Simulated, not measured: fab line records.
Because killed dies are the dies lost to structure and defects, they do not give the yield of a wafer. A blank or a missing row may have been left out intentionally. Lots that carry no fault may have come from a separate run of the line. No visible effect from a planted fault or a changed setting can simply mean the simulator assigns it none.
Which of the tools did it? | flow rit-cmos | route of 202 steps, sampled at 1 step: 14 lots, 42 wafers

## WHAT THE GAUGES SHOWED, per wafer
Not one reading of a measure or inspect step in the record can be checked against a usual standard deviation.

## EACH LOT AND THE TOOL THAT RAN IT (in order: tool; ch and the chambers of the sampled wafers; start)
lot  | RIT_PWELL_PEB_04
L231 | litho-track-03 ch 0, day 2 04:43
L232 | litho-track-02 ch 0, day 2 09:06
L233 | litho-track-01 ch 0, day 2 13:44
L235 | litho-track-01 ch 0, day 3 00:45
L236 | litho-track-02 ch 0, day 3 03:32
L237 | litho-track-03 ch 0, day 3 12:51
L238 | litho-track-02 ch 0, day 3 16:34
L239 | litho-track-02 ch 0, day 3 23:28
L240 | litho-track-03 ch 0, day 4 02:40
L249 | litho-track-01, day 5 21:23
L250 | litho-track-01, day 6 04:34
L251 | litho-track-02 ch 0, day 6 09:19
L252 | litho-track-02 ch 0, day 6 13:46
L253 | litho-track-01 ch 0, day 6 18:47
- RIT_PWELL_PEB_04

## AS READ BY THE TOOLS THEMSELVES (means over the sampled wafers that have a number; for cases with no such wafer, the mark the record gives instead)
RIT_PWELL_PEB_04. Usual: 45.2 Pa for exhaust-pa, sd 0.81.
lot  | tool           | exhaust-pa (Pa) | flag
L231 | litho-track-03 | 45.8            |
L232 | litho-track-02 | 44.8            |
L233 | litho-track-01 | 45.7            |
L235 | litho-track-01 | 46.5            |
L236 | litho-track-02 | 45.0            |
L237 | litho-track-03 | 43.5            |
L238 | litho-track-02 | 45.8            |
L239 | litho-track-02 | 45.6            |
L240 | litho-track-03 | 45.0            |
L249 | litho-track-01 | -               | OFF
L250 | litho-track-01 | -               | OFF
L251 | litho-track-02 | 44.8            |
L252 | litho-track-02 | 45.2            |
L253 | litho-track-01 | 44.4            |

## THE ANSWER, worked out from the rows above alone
Rule: lot off if the mean of its wafers having a number is beyond 3 standard deviations from the usual mean. Also off: a lot with no number at a reading for which 4 or more lots have one. All remaining lots with rows at the step are treated as sound. First the gauges in route order, then the tools' own readings, where a lot's mean is used as printed above. At the first step where some lot is off, the reading lying furthest off is the one used; lots without a number count as furthest.
Off: L249, L250 (RIT_PWELL_PEB_04, exhaust-pa). Without a number there: L249, L250.
If a tool, at that step or one of the process steps before it, ran each lot that is off and ran no sound lot following the first of them, it fits. None of those tried fits.

## WHAT THE SIMULATOR HAD PUT IN
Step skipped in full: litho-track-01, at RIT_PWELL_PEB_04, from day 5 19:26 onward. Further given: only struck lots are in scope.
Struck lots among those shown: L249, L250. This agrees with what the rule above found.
